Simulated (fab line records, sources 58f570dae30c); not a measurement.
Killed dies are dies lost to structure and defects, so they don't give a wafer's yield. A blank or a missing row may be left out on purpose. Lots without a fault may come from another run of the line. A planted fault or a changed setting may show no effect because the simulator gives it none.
fab line records | flow berkeley_cmos170 | part 2 of 2: steps 30 to 39 of 39
record lots=5 wafers=15 last_day=12
route steps=331 shown M1@240 V1@254 M2@271
lots that met no fault: from a run of the same line without faults
start_h: hours from the record's first day to the start of the lot's first wafer shown | wait_h: hours since the lot's step before | " the same as in the row above | L1.1+2: a row that stands for several wafers | - no value, or no start given | * or withheld: withheld | < > ~ a bound
route shown NAME@n: a module of which the file shows steps, and the number in the route of the first | usual: mean/standard deviation of fault-free wafers | same: alike in all rows | chamber/n: place in a boat | sites: the reading at each site | _std_site: their standard deviation | _edge_site: outer sites' mean less inner sites' | radius_mm: how far each site lies from the wafer's centre | mask NAME#n: copy n | behind: the tool/chamber that last shaped the wafer | hold: why the lot was held/for how many hours/how that ended | device: the transistor (n, p or np) that didn't switch | end of line: the same wafers' tests at the end of the route | a step without rows: its recipe alone | killed: dies lost to structure and defects at the first sort, not the wafer's yield | map: a wafer's dies, x killed, . not, _ none there
set.NAME: the setting as run; set.NAME@STEP: as run at that earlier step | model.NAME: the simulator's own value behind a step, which no gauge read
lots at some steps of the route; a table a step, a row a wafer
services: from which hour (start_h, from the record's first day; less than 0 if before it) a tool's chamber was out of use, for how many hours, and why
## steps
# step UCB170_V1_STRIP_15
# recipe chemistry=O2 power_w=400 pressure_mtorr=3500 platen_temp_c=withheld o2_flow_sccm=400 overash_fraction=0.5
# usual chamber_pressure_mTorr=3500/3.1 drypump_motor_current_A=5.5/0.35 o2_flow_sccm=399.9/1.2 oes_product_au=0.721/0.0048 strip_time_to_endpoint_s=15.32/0.093
# columns lot.wafer tool chamber start_h wait_h chamber_pressure_mTorr drypump_motor_current_A o2_flow_sccm oes_product_au rf_hours_counter_h strip_time_to_endpoint_s
L075.3 plasma_asher-03 0 146.51 0.1 3502 5.9 401.7 0.717 - 15.40
L075.5 " 1 " " 3497 5.3 400.1 0.720 - 15.32
L075.6 " 0 " " 3503 5.9 401.8 0.720 - 15.42
L079.2 plasma_asher-04 0 172.66 0.1 3498 5.1 399.1 0.720 43 15.30
L079.3 " 0 " " 3504 5.1 399.6 0.726 - 15.35
L079.6 " 0 " " 3499 5.1 400.0 0.720 - 15.18
L091.2 plasma_asher-03 1 223.80 0.1 3504 5.3 400.4 0.722 12 15.41
L091.4 " 1 " " 3499 5.4 401.5 0.703 - 15.25
L091.6 " 1 " " 3503 5.4 400.0 0.714 - 15.50
L094.1 plasma_asher-03 0 247.33 0.1 3501 5.9 399.0 0.716 15 15.38
L094.4 " 1 " " 3494 5.4 401.3 0.723 - 15.34
L094.6 " 0 " " 3499 5.9 400.1 0.705 - 15.24
L097.2 plasma_asher-03 0 266.91 0.1 3502 5.9 398.9 0.719 16 15.31
L097.3 " 1 " " 3499 5.3 400.5 0.734 - 15.34
L097.6 " 1 " " 3500 5.3 400.3 0.723 - 15.30
# step UCB170_V1_CD_MEAS_90
# recipe target_cd_nm=700
# usual cd_nm=700.2/1.5
# columns lot.wafer tool chamber start_h wait_h cd_nm
L075.3 cd_sem-02 - 146.82 0.3 698.0
L075.5 " - " " 698.0
L075.6 " - " " 696.8
L079.2 cd_sem-01 - 172.79 0.1 697.4
L079.3 " - " " 698.6
L079.6 " - " " 699.3
L091.2 cd_sem-02 - 223.92 0.1 700.6
L091.4 " - " " 700.4
L091.6 " - " " 699.9
L094.1 cd_sem-01 - 247.43 0.1 701.0
L094.4 " - " " 701.0
L094.6 " - " " 701.0
L097.2 cd_sem-01 - 267.03 0.1 700.2
L097.3 " - " " 700.0
L097.6 " - " " 700.0
# step UCB170_M2_PRE_CLEAN_00
# recipe gas=Ar preclean_etch_time_s=60
# columns lot.wafer tool chamber start_h wait_h
L075.3+5+6 pvd_sputter-04 - 146.90 0.1
L079.2+3+6 pvd_sputter-02 - 172.89 0.1
L091.2+4+6 pvd_sputter-01 - 224.02 0.1
L094.1+4+6 pvd_sputter-02 - 247.55 0.1
L097.2+3+6 pvd_sputter-01 - 267.13 0.1
# step UCB170_M2_SPUTTER_01
# recipe material=Al target_thk_nm=900 time_s=120 power_w=6000 chamber_pressure_pa=0.5
# usual cathode_dc_power_W=5999.9/1.1 chamber_pressure_pa=0.5000/0.00096 throttle_valve_pct=30.1/1.1
# columns lot.wafer tool chamber start_h wait_h cathode_dc_power_W chamber_pressure_pa throttle_valve_pct
L075.3 pvd_sputter-04 - 146.96 0.0 5999.1 0.5002 30.8
L075.5 " - " " 6001.0 0.5001 28.5
L075.6 " - " " 6000.9 0.4995 29.5
L079.2 pvd_sputter-02 - 172.96 0.0 5999.4 0.5000 28.9
L079.3 " - " " 5998.9 0.5029 30.9
L079.6 " - " " 5998.1 0.5013 30.6
L091.2 pvd_sputter-01 - 224.08 0.0 6000.8 0.5006 32.1
L091.4 " - " " 6000.3 0.4984 29.5
L091.6 " - " " 6000.6 0.4985 29.5
L094.1 pvd_sputter-02 - 247.61 0.0 5998.9 0.5004 29.6
L094.4 " - " " 5997.9 0.5002 28.7
L094.6 " - " " 6000.3 0.5000 29.6
L097.2 pvd_sputter-01 - 267.20 0.0 6000.0 0.5004 32.1
L097.3 " - " " 5999.7 0.5002 29.3
L097.6 " - " " 6000.0 0.5001 29.6
# step UCB170_M2_RS_MEAS_02
# recipe thk_meas_gauge=four-point-probe reads=Al_of_M2_SPUTTER_01
# usual M2_AL_RS=0.03222/0.00025
# columns lot.wafer tool chamber start_h wait_h M2_AL_RS[ohm/sq]
L075.3 film_metro-03 - 147.09 0.1 0.03214
L075.5 " - " " 0.03269
L075.6 " - " " 0.03252
L079.2 film_metro-02 - 173.06 0.1 0.03234
L079.3 " - " " 0.03271
L079.6 " - " " 0.03234
L091.2 film_metro-03 - 224.19 0.1 0.03196
L091.4 " - " " 0.0321
L091.6 " - " " 0.0321
L094.1 film_metro-04 - 247.70 0.0 0.03255
L094.4 " - " " 0.03258
L094.6 " - " " 0.03242
L097.2 film_metro-04 - 267.30 0.1 0.03189
L097.3 " - " " 0.03203
L097.6 " - " " 0.03192
# step UCB170_M2_THK_MEAS_03
# recipe thk_meas_gauge=xrf reads=Al_of_M2_SPUTTER_01
# usual M2_AL_THK=898/7.8
# columns lot.wafer tool chamber start_h wait_h M2_AL_THK[nm]
L075.3 film_metro-03 - 147.19 0.1 893
L075.5 " - " " 886
L075.6 " - " " 892
L079.2 film_metro-02 - 173.17 0.1 901
L079.3 " - " " 891
L079.6 " - " " 899
L091.2 film_metro-03 - 224.30 0.1 897
L091.4 " - " " 900
L091.6 " - " " 904
L094.1 film_metro-04 - 247.82 0.1 886
L094.4 " - " " 881
L094.6 " - " " 886
L097.2 film_metro-04 - 267.41 0.1 903
L097.3 " - " " 900
L097.6 " - " " 906
# step UCB170_M2_HMDS_04
# recipe prime_time_s=60 prime_temp_c=100
# columns lot.wafer tool chamber start_h wait_h
L075.3+5+6 litho_track-01 0 147.40 0.2
L079.2+3+6 litho_track-02 0 173.65 0.5
L091.2+4+6 litho_track-04 0 224.37 0.1
L094.1+4+6 litho_track-02 0 247.98 0.2
L097.2+3+6 litho_track-02 0 267.91 0.5
# step UCB170_M2_COAT_05
# recipe resist=KrF spin_rpm=1500 resist_thk_nm=900
# columns lot.wafer tool chamber start_h wait_h
L075.3+5+6 litho_track-01 0 147.55 0.1
L079.2+3+6 litho_track-02 0 173.80 0.1
L091.2+4+6 litho_track-04 0 224.52 0.1
L094.1+4+6 litho_track-02 0 248.13 0.1
L097.2+3+6 litho_track-02 0 268.06 0.1
# step UCB170_M2_SOFTBAKE_06
# recipe resist=KrF temp_c=130 time_s=60
# columns lot.wafer tool chamber start_h wait_h
L075.3+5+6 litho_track-01 0 147.70 0.1
L079.2+3+6 litho_track-02 0 173.95 0.1
L091.2+4+6 litho_track-04 0 224.67 0.1
L094.1+4+6 litho_track-02 0 248.28 0.1
L097.2+3+6 litho_track-02 0 268.21 0.1
# step UCB170_M2_STRIP_07
# recipe chemistry=O2 power_w=400 pressure_mtorr=3500 platen_temp_c=withheld o2_flow_sccm=400 overash_fraction=0.5
# usual chamber_pressure_mTorr=3500/3.3 drypump_motor_current_A=5.8/0.62 o2_flow_sccm=399.9/1.3 oes_product_au=0.735/0.0044 strip_time_to_endpoint_s=21.98/0.061
# columns lot.wafer tool chamber start_h wait_h chamber_pressure_mTorr drypump_motor_current_A o2_flow_sccm oes_product_au rf_hours_counter_h strip_time_to_endpoint_s
L075.3 plasma_asher-02 1 147.90 0.2 3501 6.6 398.1 0.735 - 21.99
L075.5 " 1 " " 3497 6.5 397.9 0.736 - 21.98
L075.6 " 0 " " 3502 6.4 400.0 0.740 - 22.03
L079.2 plasma_asher-01 1 174.08 0.1 3500 5.8 401.0 0.729 42 21.89
L079.3 " 1 " " 3502 5.8 402.4 0.732 - 21.87
L079.6 " 0 " " 3499 5.0 402.4 0.730 - 21.87
L091.2 plasma_asher-02 0 224.80 0.1 3498 6.5 399.9 0.737 56 21.96
L091.4 " 0 " " 3499 6.5 401.4 0.729 - 21.98
L091.6 " 0 " " 3496 6.5 398.8 0.730 - 21.99
L094.1 plasma_asher-01 0 248.43 0.1 3499 5.0 400.2 0.735 50 21.96
L094.4 " 0 " " 3498 5.0 401.4 0.733 - 22.01
L094.6 " 1 " " 3497 5.8 400.8 0.732 - 22.01
L097.2 plasma_asher-01 0 268.33 0.1 3501 5.0 400.2 0.728 52 21.97
L097.3 " 0 " " 3504 5.0 398.1 0.740 - 21.97
L097.6 " 1 " " 3494 5.8 397.7 0.741 - 22.08
## services
# columns tool chamber start_h hours kind
krf_scanner-01 - 114.19 1.0 pm
krf_scanner-02 - 115.19 1.0 pm
rie_diel-02 0 116.62 10.8 repair
rie_diel-03 1 117.36 1.4 repair
krf_scanner-01 - 125.72 1.3 pm
cmp-02 - 129.34 0.8 repair
cmp-02 - 136.15 0.4 repair
plasma_asher-01 - 145.87 6.6 repair
krf_scanner-02 - 151.07 0.2 repair
cmp-02 - 157.71 0.5 repair
krf_scanner-02 - 169.15 0.8 pm
krf_scanner-02 - 175.54 1.3 pm
krf_scanner-02 - 195.90 1.7 repair
pvd_sputter-01 - 198.76 0.7 repair
plasma_asher-02 - 204.21 5.4 repair
plasma_asher-01 - 209.15 2.3 repair
cmp-02 - 212.01 4.9 pm
furnace-02 - 219.31 4.2 pm
cmp-02 - 222.26 1.3 repair
cmp-02 - 226.24 12.6 pm
cmp-02 - 238.81 4.0 pm
plasma_asher-03 - 252.85 5.8 repair
cmp-02 - 259.80 1.1 repair
rie_diel-04 2 266.99 1.8 repair
